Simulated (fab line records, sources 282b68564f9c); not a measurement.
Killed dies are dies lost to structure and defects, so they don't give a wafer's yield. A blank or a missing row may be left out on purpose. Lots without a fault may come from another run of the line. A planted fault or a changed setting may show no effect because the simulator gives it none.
fab line records | flow rit_cmos
record lots=14 wafers=42 last_day=7
route steps=202 shown PWELL@48 GATE@92 NLDD@109 SILICIDE@165 M1@202
lots that met no fault: from a run of the same line without faults
start_h: hours from the record's first day to the start of the lot's first wafer shown | wait_h: hours since the lot's step before | " the same as in the row above | L1.1+2: a row that stands for several wafers | - no value, or no start given | * or withheld: withheld | < > ~ a bound
route shown NAME@n: a module of which the file shows steps, and the number in the route of the first | usual: mean/standard deviation of fault-free wafers | same: alike in all rows | chamber/n: place in a boat | sites: the reading at each site | _std_site: their standard deviation | _edge_site: outer sites' mean less inner sites' | radius_mm: how far each site lies from the wafer's centre | mask NAME#n: copy n | behind: the tool/chamber that last shaped the wafer | hold: why the lot was held/for how many hours/how that ended | device: the transistor (n, p or np) that didn't switch | end of line: the same wafers' tests at the end of the route | a step without rows: its recipe alone | killed: dies lost to structure and defects at the first sort, not the wafer's yield | map: a wafer's dies, x killed, . not, _ none there
set.NAME: the setting as run; set.NAME@STEP: as run at that earlier step | model.NAME: the simulator's own value behind a step, which no gauge read
steps of the route over a sample of lots; a table a step, a row a wafer
services: from which hour (start_h, from the record's first day; less than 0 if before it) a tool's chamber was out of use, for how many hours, and why
## steps
# step RIT_PWELL_STRIP_09
# recipe chemistry=O2 time_s=180 resist=NOVOLAK platen_temp_c=withheld power_w=500 pressure_mtorr=4000 o2_flow_sccm=4000
# usual drypump_motor_current_A=5.5/0.48 o2_flow_sccm=3998/12
# columns lot.wafer tool chamber start_h wait_h drypump_motor_current_A o2_flow_sccm rf_hours_counter_h
L693.1 plasma_asher-01 1 24.86 0.1 6.0 3999 37
L693.4 " 0 " " 4.6 3986 -
L693.6 " 0 " " 4.7 3988 -
L695.1 plasma_asher-01 0 36.52 0.1 4.6 4031 38
L695.3 " 0 " " 4.6 4012 -
L695.4 " 1 " " 6.0 4002 -
L697.3 plasma_asher-04 1 44.25 0.1 6.0 4004 -
L697.4 " 0 " " 5.5 4020 -
L697.6 " 1 " " 6.0 4021 -
L698.3 plasma_asher-01 1 50.42 0.1 5.9 3997 -
L698.4 " 0 " " 4.7 3987 -
L698.6 " 1 " " 5.9 4004 -
L699.1 plasma_asher-04 1 54.83 0.1 6.0 4006 26
L699.2 " 0 " " 5.5 4006 26
L699.6 " 1 " " 6.0 3994 -
L700.3 plasma_asher-03 0 58.54 0.1 5.7 3997 -
L700.4 " 1 " " 5.5 4017 -
L700.5 " 1 " " 5.5 4008 -
L701.2 plasma_asher-03 1 65.55 0.1 5.5 3996 42
L701.3 " 0 " " 5.6 4009 -
L701.4 " 1 " " 5.5 3981 -
L703.1 plasma_asher-03 1 79.31 0.1 5.5 3993 43
L703.2 " 0 " " 5.6 4013 43
L703.4 " 1 " " 5.5 3990 -
L705.1 plasma_asher-03 1 84.36 0.1 5.5 3995 44
L705.2 " 0 " " 5.7 3974 44
L705.3 " 1 " " 5.5 3994 -
L706.1 plasma_asher-01 0 92.68 0.1 4.7 4002 44
L706.3 " 0 " " 4.7 3998 -
L706.5 " 1 " " 6.0 3986 -
L707.2 plasma_asher-01 1 95.43 0.1 6.0 3994 44
L707.4 " 1 " " 6.0 3990 -
L707.6 " 1 " " 6.0 3981 -
L708.1 plasma_asher-04 1 98.94 0.1 6.0 3993 30
L708.2 " 0 " " 5.5 4010 30
L708.4 " 0 " " 5.5 3999 -
L713.1 plasma_asher-04 0 124.71 0.1 5.5 3991 34
L713.2 " 1 " " 6.1 3998 34
L713.4 " 0 " " 5.5 3987 -
L715.2 plasma_asher-04 0 132.83 0.1 5.5 3998 36
L715.3 " 0 " " 5.5 3987 -
L715.4 " 1 " " 6.0 4004 -
# step RIT_GATE_CD_MEAS_16
# recipe target_cd_nm=150
# usual cd_nm=150.5/2.8
# columns lot.wafer tool chamber start_h wait_h cd_nm
L693.1 cd_sem-02 - 39.92 - 150.0
L693.4 " - " " 153.5
L693.6 " - " " 151.8
L695.1 cd_sem-02 - 53.60 - 148.0
L695.3 " - " " 147.8
L695.4 " - " " 148.5
L697.3 cd_sem-01 - 58.25 - 150.2
L697.4 " - " " 150.7
L697.6 " - " " 149.8
L698.3 cd_sem-02 - 68.40 - 150.6
L698.4 " - " " 150.4
L698.6 " - " " 152.2
L699.1 cd_sem-02 - 68.72 - 155.7
L699.2 " - " " 157.4
L699.6 " - " " 155.0
L700.3 cd_sem-02 - 73.54 - 152.2
L700.4 " - " " 151.9
L700.5 " - " " 153.1
L701.2 cd_sem-01 - 80.34 - 155.3
L701.3 " - " " 155.7
L701.4 " - " " 153.0
L703.1 cd_sem-02 - 93.57 - 148.5
L703.2 " - " " 148.2
L703.4 " - " " 144.9
L705.1 cd_sem-01 - 100.65 - 147.3
L705.2 " - " " 147.9
L705.3 " - " " 147.4
L706.1 cd_sem-02 - 107.88 - 152.1
L706.3 " - " " 152.1
L706.5 " - " " 151.3
L707.2 cd_sem-01 - 110.50 - 149.0
L707.4 " - " " 147.9
L707.6 " - " " 148.6
L708.1 cd_sem-02 - 112.94 - 151.6
L708.2 " - " " 151.1
L708.4 " - " " 151.7
L713.1 cd_sem-01 - 141.61 - 152.6
L713.2 " - " " 151.2
L713.4 " - " " 151.7
L715.2 cd_sem-01 - 147.60 - 148.2
L715.3 " - " " 148.5
L715.4 " - " " 147.5
# step RIT_NLDD_OVL_MEAS_06
# usual NLDD_OVL=-0.6/1.3
# columns lot.wafer tool chamber start_h wait_h NLDD_OVL[nm]
L693.1 overlay-01 - 44.89 - 1.3
L693.4 " - " " 2.2
L693.6 " - " " 0.4
L695.1 overlay-02 - 58.49 - -2.4
L695.3 " - " " -0.6
L695.4 " - " " -0.9
L697.3 overlay-01 - 64.12 - 2.1
L697.4 " - " " 1.4
L697.6 " - " " 0.9
L698.3 overlay-01 - 73.06 - -0.8
L698.4 " - " " -1.8
L698.6 " - " " -0.1
L699.1 overlay-01 - 73.52 - -0.3
L699.2 " - " " -2.5
L699.6 " - " " -1.4
L700.3 overlay-01 - 78.26 - 2.9
L700.4 " - " " 0.4
L700.5 " - " " 0.2
L701.2 overlay-02 - 88.10 - -0.2
L701.3 " - " " -0.9
L701.4 " - " " -1.9
L703.1 overlay-02 - 98.24 - -1.0
L703.2 " - " " -2.1
L703.4 " - " " -0.7
L705.1 overlay-02 - 107.43 - -1.7
L705.2 " - " " -1.4
L705.3 " - " " -1.6
L706.1 overlay-01 - 112.96 - -0.5
L706.3 " - " " -0.1
L706.5 " - " " -1.4
L707.2 overlay-01 - 116.83 - -0.7
L707.4 " - " " 0.7
L707.6 " - " " 1.2
L708.1 overlay-02 - 118.18 - -1.3
L708.2 " - " " -1.1
L708.4 " - " " -1.9
L713.1 overlay-01 - 146.18 - -0.7
L713.2 " - " " -0.5
L713.4 " - " " -0.8
L715.2 overlay-01 - 153.43 - -0.3
L715.3 " - " " 1.3
L715.4 " - " " -0.2
# step RIT_SILICIDE_RTA_04
# recipe temp_c=650 time_s=10 idle_temp_c=25 ramp_up_s=5 ramp_down_s=5 cool_to_c=25 ambient=N2
# usual chamber_o2_ppm=2.000/0.019 wafer_temp_C_max=653.3/0.87
# columns lot.wafer tool chamber start_h wait_h chamber_o2_ppm wafer_temp_C_max
L693.1 rtp_anneal-01 0 53.91 0.1 2.005 652.4
L693.4 " 0 " " 2.017 652.7
L693.6 " 0 " " 1.994 652.5
L695.1 rtp_anneal-01 0 67.35 0.1 1.999 652.6
L695.3 " 0 " " 2.010 653.9
L695.4 " 0 " " 1.999 652.1
L697.3 rtp_anneal-01 0 75.12 0.1 2.010 653.3
L697.4 " 0 " " 1.993 653.3
L697.6 " 0 " " 1.992 653.7
L698.3 rtp_anneal-02 0 82.04 0.1 1.993 653.3
L698.4 " 0 " " 1.992 654.2
L698.6 " 0 " " 2.011 654.2
L699.1 rtp_anneal-01 0 83.94 0.1 2.034 652.6
L699.2 " 0 " " 2.020 652.8
L699.6 " 0 " " 2.033 653.6
L700.3 rtp_anneal-01 0 88.72 0.1 2.016 651.9
L700.4 " 0 " " 2.007 653.7
L700.5 " 0 " " 2.000 652.7
L701.2 rtp_anneal-01 0 97.11 0.1 2.014 652.4
L701.3 " 0 " " 1.993 652.3
L701.4 " 0 " " 2.049 653.7
L703.1 rtp_anneal-01 0 107.20 0.1 2.018 652.2
L703.2 " 0 " " 1.977 651.9
L703.4 " 0 " " 2.014 653.0
L705.1 rtp_anneal-01 0 117.20 0.1 2.016 652.9
L705.2 " 0 " " 2.001 653.4
L705.3 " 0 " " 1.982 653.1
L706.1 rtp_anneal-02 0 122.14 0.1 2.009 654.0
L706.3 " 0 " " 2.016 655.6
L706.5 " 0 " " 2.007 655.4
L707.2 rtp_anneal-01 0 125.84 0.1 1.968 652.6
L707.4 " 0 " " 1.982 652.0
L707.6 " 0 " " 1.984 652.5
L708.1 rtp_anneal-02 0 127.02 0.1 1.976 654.5
L708.2 " 0 " " 1.950 653.8
L708.4 " 0 " " 1.987 654.3
L713.1 rtp_anneal-01 0 155.55 0.1 2.001 722.8
L713.2 " 0 " " 1.965 722.5
L713.4 " 0 " " 1.995 721.0
L715.2 rtp_anneal-01 0 162.46 0.1 2.001 722.3
L715.3 " 0 " " 1.983 723.0
L715.4 " 0 " " 2.023 722.2
# step RIT_M1_PROBE_99
# usual killed_at_contacts=0.1/0.34 killed_at_front_end=7.0/2.9 killed_dies=7.2/2.9 killed_open=3.6/1.9 killed_short=3.5/2.1
# same gross_dies=264 killed_at_M0_to_M3=0 killed_at_M4_up=0 killed_at_back_side=0 killed_at_other=0
# columns lot.wafer tool chamber start_h wait_h killed_at_contacts killed_at_front_end killed_dies killed_open killed_short
L693.1 prober-02 - 60.77 0.1 0 4 4 2 2
L693.4 prober-02 - 60.92 0.2 0 13 13 7 6
L693.6 prober-02 - 61.02 0.2 0 10 10 3 7
L695.1 prober-02 - 73.78 0.1 0 9 9 6 3
L695.3 prober-02 - 73.88 0.2 0 7 7 5 2
L695.4 prober-02 - 73.93 0.2 0 5 5 3 2
L697.3 prober-01 - 81.98 0.2 0 6 6 4 2
L697.4 prober-01 - 82.03 0.2 0 6 6 2 4
L697.6 prober-01 - 82.13 0.2 0 11 11 4 7
L698.3 prober-02 - 88.77 0.2 0 10 10 6 4
L698.4 prober-02 - 88.82 0.2 2 4 6 3 3
L698.6 prober-02 - 88.92 0.2 1 7 8 7 1
L699.1 prober-01 - 90.53 0.1 0 6 6 1 5
L699.2 prober-01 - 90.58 0.1 0 11 11 6 5
L699.6 prober-01 - 90.78 0.2 0 6 6 1 5
L700.3 prober-02 - 95.48 0.2 0 9 9 4 5
L700.4 prober-02 - 95.53 0.2 0 3 3 3 0
L700.5 prober-02 - 95.58 0.2 0 6 6 4 2
L701.2 prober-01 - 103.70 0.1 0 7 7 4 3
L701.3 prober-01 - 103.75 0.2 0 10 10 7 3
L701.4 prober-01 - 103.80 0.2 0 6 6 3 3
L703.1 prober-02 - 113.99 0.1 0 11 11 4 7
L703.2 prober-02 - 114.04 0.1 1 8 9 4 5
L703.4 prober-02 - 114.14 0.2 0 9 9 5 3
L705.1 prober-01 - 124.21 0.1 0 7 7 5 2
L705.2 prober-01 - 124.26 0.1 0 4 4 2 2
L705.3 prober-01 - 124.31 0.2 0 9 9 5 4
L706.1 prober-02 - 128.71 0.1 0 6 6 6 0
L706.3 prober-02 - 128.81 0.2 0 6 6 4 2
L706.5 prober-02 - 128.91 0.2 0 5 5 4 1
L707.2 prober-02 - 132.77 0.1 0 4 4 1 3
L707.4 prober-02 - 132.87 0.2 1 3 4 2 2
L707.6 prober-02 - 132.97 0.2 0 5 5 0 5
L708.1 prober-02 - 134.22 0.1 0 7 7 3 4
L708.2 prober-02 - 134.27 0.1 0 5 5 5 0
L708.4 prober-02 - 134.37 0.2 0 7 7 2 5
L713.1 prober-01 - 162.16 0.1 0 8 8 6 2
L713.2 prober-01 - 162.21 0.1 1 4 5 3 2
L713.4 prober-01 - 162.31 0.2 0 4 4 2 2
L715.2 prober-01 - 169.41 0.1 0 2 2 2 0
L715.3 prober-01 - 169.46 0.2 0 6 6 3 2
L715.4 prober-01 - 169.51 0.2 0 6 6 5 1
# killed by level:class
L693.1 ACTIVE:geometric_particle:short=1 REOX:geometric_particle:short=1 REOX:geometric_particle:open=1 SPACER:geometric_particle:open=1
L693.4 GATE:geometric_particle:short=4 GATE:geometric_particle:open=3 FOX2:geometric_particle:open=2 FOX1:geometric_particle:open=1 FOX1:geometric_particle:short=1 REOX:geometric_particle:open=1 SILICIDE:geometric_particle:short=1
L693.6 GATE:geometric_particle:short=4 REOX:geometric_particle:open=3 FOX1:geometric_particle:short=1 FOX2:geometric_particle:short=1 REOX:geometric_particle:short=1
L695.1 GATE:geometric_particle:open=3 SILICIDE:geometric_particle:open=2 FOX1:geometric_particle:short=1 FOX2:geometric_particle:open=1 GATE:geometric_particle:short=1 SPACER:geometric_particle:short=1
L695.3 GATE:geometric_particle:open=4 GATE:geometric_particle:short=1 SPACER:geometric_particle:open=1 SILICIDE:geometric_particle:short=1
L695.4 FOX1:geometric_particle:open=2 GATE:geometric_particle:short=2 REOX:geometric_particle:open=1
L697.3 GATE:geometric_particle:open=2 FOX1:geometric_particle:open=1 GATE:geometric_particle:short=1 REOX:geometric_particle:open=1 REOX:geometric_particle:short=1
L697.4 REOX:geometric_particle:short=2 REOX:geometric_particle:open=2 FOX1:geometric_particle:short=1 GATE:geometric_particle:short=1
L697.6 SILICIDE:geometric_particle:short=3 GATE:geometric_particle:short=2 REOX:geometric_particle:open=2 SILICIDE:geometric_particle:open=2 FOX1:geometric_particle:short=1 REOX:geometric_particle:short=1
L698.3 GATE:geometric_particle:open=4 GATE:geometric_particle:short=3 FOX1:geometric_particle:open=2 FOX1:geometric_particle:short=1
L698.4 CONTACT:geometric_particle:open=2 FOX1:geometric_particle:open=1 GATE:geometric_particle:short=1 SPACER:geometric_particle:short=1 SILICIDE:geometric_particle:short=1
L698.6 GATE:geometric_particle:open=4 FOX1:geometric_particle:open=1 GATE:geometric_particle:short=1 SPACER:geometric_particle:open=1 CONTACT:geometric_particle:open=1
L699.1 GATE:geometric_particle:short=2 FOX1:geometric_particle:short=1 GATE:geometric_particle:open=1 SPACER:geometric_particle:short=1 SILICIDE:geometric_particle:short=1
L699.2 GATE:geometric_particle:open=3 SPACER:geometric_particle:short=3 GATE:geometric_particle:short=2 REOX:geometric_particle:open=1 SPACER:geometric_particle:open=1 SILICIDE:geometric_particle:open=1
L699.6 SPACER:geometric_particle:short=2 SILICIDE:geometric_particle:short=2 GATE:geometric_particle:open=1 GATE:geometric_particle:short=1
L700.3 GATE:geometric_particle:open=2 GATE:geometric_particle:short=2 FOX2:geometric_particle:short=1 FOX2:geometric_particle:open=1 SPACER:geometric_particle:open=1 SPACER:geometric_particle:short=1 SILICIDE:geometric_particle:short=1
L700.4 GATE:geometric_particle:open=2 SPACER:geometric_particle:open=1
L700.5 GATE:geometric_particle:open=2 REOX:geometric_particle:open=2 GATE:geometric_particle:short=1 SPACER:geometric_particle:short=1
L701.2 GATE:geometric_particle:open=4 FOX1:geometric_particle:short=2 SILICIDE:geometric_particle:short=1
L701.3 FOX1:geometric_particle:open=2 FOX1:geometric_particle:short=2 GATE:geometric_particle:open=2 SILICIDE:geometric_particle:open=2 REOX:geometric_particle:open=1 SILICIDE:geometric_particle:short=1
L701.4 SPACER:geometric_particle:open=3 SILICIDE:geometric_particle:short=2 SPACER:geometric_particle:short=1
L703.1 GATE:geometric_particle:short=3 FOX1:geometric_particle:short=2 GATE:geometric_particle:open=2 FOX1:geometric_particle:open=1 FOX2:geometric_particle:short=1 SPACER:geometric_particle:open=1 SPACER:geometric_particle:short=1
L703.2 GATE:geometric_particle:short=3 GATE:geometric_particle:open=2 FOX1:geometric_particle:open=1 SPACER:geometric_particle:open=1 SILICIDE:geometric_particle:short=1 CONTACT:geometric_particle:short=1
L703.4 FOX1:geometric_particle:open=3 FOX2:geometric_particle:open=2 FOX1:geometric_particle:short=1 GATE:geometric_particle:short=1 SILICIDE:geometric_particle:short=1 NWELL:coat_microbubble_printed=1
L705.1 FOX1:geometric_particle:open=3 FOX1:geometric_particle:short=1 REOX:geometric_particle:open=1 REOX:geometric_particle:short=1 SPACER:geometric_particle:open=1
L705.2 GATE:geometric_particle:short=2 SPACER:geometric_particle:open=2
L705.3 GATE:geometric_particle:open=3 GATE:geometric_particle:short=3 FOX1:geometric_particle:short=1 REOX:geometric_particle:open=1 SPACER:geometric_particle:open=1
L706.1 GATE:geometric_particle:open=5 SILICIDE:geometric_particle:open=1
L706.3 SPACER:geometric_particle:open=2 GATE:geometric_particle:open=1 GATE:geometric_particle:short=1 SILICIDE:geometric_particle:short=1 SILICIDE:geometric_particle:open=1
L706.5 GATE:geometric_particle:open=2 SILICIDE:geometric_particle:open=2 SPACER:geometric_particle:short=1
L707.2 FOX1:geometric_particle:short=1 GATE:geometric_particle:open=1 GATE:geometric_particle:short=1 REOX:geometric_particle:short=1
L707.4 GATE:geometric_particle:short=2 GATE:geometric_particle:open=1 CONTACT:geometric_particle:open=1
L707.6 FOX1:geometric_particle:short=2 GATE:geometric_particle:short=2 SPACER:geometric_particle:short=1
L708.1 GATE:geometric_particle:open=2 GATE:geometric_particle:short=1 REOX:geometric_particle:short=1 REOX:geometric_particle:open=1 SPACER:geometric_particle:short=1 SILICIDE:geometric_particle:short=1
L708.2 GATE:geometric_particle:open=2 SILICIDE:geometric_particle:open=2 SPACER:geometric_particle:open=1
L708.4 GATE:geometric_particle:short=2 SILICIDE:geometric_particle:short=2 FOX1:geometric_particle:short=1 REOX:geometric_particle:open=1 SILICIDE:geometric_particle:open=1
L713.1 FOX2:geometric_particle:open=2 ACTIVE:geometric_particle:open=1 FOX1:geometric_particle:short=1 GATE:geometric_particle:open=1 REOX:geometric_particle:open=1 SILICIDE:geometric_particle:open=1 SILICIDE:geometric_particle:short=1
L713.2 FOX1:geometric_particle:open=1 FOX2:geometric_particle:open=1 GATE:geometric_particle:open=1 REOX:geometric_particle:short=1 CONTACT:geometric_particle:short=1
L713.4 GATE:geometric_particle:short=1 GATE:geometric_particle:open=1 REOX:geometric_particle:short=1 REOX:geometric_particle:open=1
L715.2 GATE:geometric_particle:open=1 REOX:geometric_particle:open=1
L715.3 FOX1:geometric_particle:short=1 REOX:geometric_particle:open=1 SPACER:geometric_particle:short=1 SPACER:geometric_particle:open=1 SILICIDE:geometric_particle:open=1 NWELL:coat_microbubble_printed=1
L715.4 FOX1:geometric_particle:open=2 GATE:geometric_particle:open=2 FOX1:geometric_particle:short=1 SILICIDE:geometric_particle:open=1
## services
# columns tool chamber start_h hours kind
plasma_asher-03 - 9.49 0.8 repair
rtp_anneal-02 - 88.40 3.3 pm
plasma_asher-03 - 107.97 28.1 pm
plasma_asher-03 - 136.07 14.6 pm
plasma_asher-04 - 138.04 2.8 pm
plasma_asher-03 - 162.26 1.3 repair
## key
first_sign step=RIT_SILICIDE_RTA_04 reading=wafer_temp_C_max direction=up sigmas=79 usual=* struck=*
effect none on later readings
met_at RIT_SILICIDE_RTA_04
struck_lots L713,L715
tester_left_out L713,L715
not_acting_at RIT_PWELL_STRIP_09,RIT_GATE_CD_MEAS_16,RIT_NLDD_OVL_MEAS_06
onset_between 125.84 155.55
fault kind=process_parameter_drift tool=rtp_anneal-01 chamber=- onset_h=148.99 steps=RIT_SILICIDE_RTA_04 channel=temp_c offset=* shape=step end_h=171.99 acts_in=* stated=*
# tester_left_out: of these lots the tester's yield and bins aren't shown, on N5 and GAA mostly nor the transistor test; their killed dies are dies lost to structure and defects alone, not to doping, threshold or leakage, so they don't give the yield
